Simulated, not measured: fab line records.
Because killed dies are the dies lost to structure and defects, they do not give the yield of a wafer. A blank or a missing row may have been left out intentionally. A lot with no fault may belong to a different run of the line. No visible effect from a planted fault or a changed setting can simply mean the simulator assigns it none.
Struck lot and sound lot, side by side || flow berkeley_cmos170 || 14 out of 331 route steps
Sound: wafers L993.2, L993.3, L993.6. Wafers struck: L974.1, L974.2, L974.4. The cause is named last.
At each step with rows: each side's tool, then ch and its chambers, then its first start. Under that, the readings that differ: sound wafers || struck wafers || difference of the means || sigmas: that difference in standard deviations of wafers without a fault.
alike: readings with means less than 2 such deviations apart, plus words and numbers identical on both sides. not compared: withheld readings, readings lacking a value on some wafer, bounds such as >300 that could conceal the same value, and numbers that have no deviation in the record and whose values overlap.
A row with sigmas, a row that says differs or no value, or rows on one side alone: a step with any of these is where the two part. Numbers that have no deviation but don't overlap get no sigmas and don't part them. A reading that every wafer of one side lacks parts them only if that side has two wafers or more.

first, 3 steps without rows for these wafers: UCB170_NVT_EXPOSE_03 (exposes mask PWELL, target cd 3000 nm); UCB170_NVT_PEB_04; UCB170_NVT_DEVELOP_05 (develop time 45 s).
UCB170_NVT_OVL_MEAS_06:
  sound on overlay-02, day 10 17:13; struck on overlay-02, day 7 02:46
  alike: NVT_OVL
then, 1 step without rows for these wafers: UCB170_NVT_IMPLANT_07.
UCB170_NVT_STRIP_08: strips in O2.
  sound on plasma_asher-02 ch 0, day 10 17:24; struck on plasma_asher-03 ch 0,1, day 7 02:57
  alike: drypump_motor_current_A, oes_product_au, strip_time_to_endpoint_s
  not compared: rf_hours_counter_h
UCB170_NVT_TW_MEAS_09:
  sound on film_metro-02, day 10 17:31; struck on film_metro-02, day 7 03:03
  alike: NVT_TW
then, 5 steps without rows for these wafers: UCB170_NVT_CLEAN_10 (cleans in SPM, time 600 s); UCB170_PVT_HMDS_00 (prime time 60 s); UCB170_PVT_COAT_01 (resist thk 900 nm); UCB170_PVT_SOFTBAKE_02 (time 60 s); UCB170_PVT_EXPOSE_03 (exposes mask NWELL, target cd 3000 nm).
UCB170_PVT_PEB_04:
  sound on litho_track-01 ch 0, day 10 18:54; struck on litho_track-02, day 7 06:00
  no value came back on the struck wafers for chill_plate_temp_C (C), exhaust_pa (Pa); on the sound wafers chill_plate_temp_C (C) reads 22.79 22.82 22.96
then, 1 step without rows for these wafers: UCB170_PVT_DEVELOP_05 (develop time 45 s).

WHERE THEY PART
UCB170_PVT_PEB_04 only, going by this record.

WHY: the cause the simulator had injected
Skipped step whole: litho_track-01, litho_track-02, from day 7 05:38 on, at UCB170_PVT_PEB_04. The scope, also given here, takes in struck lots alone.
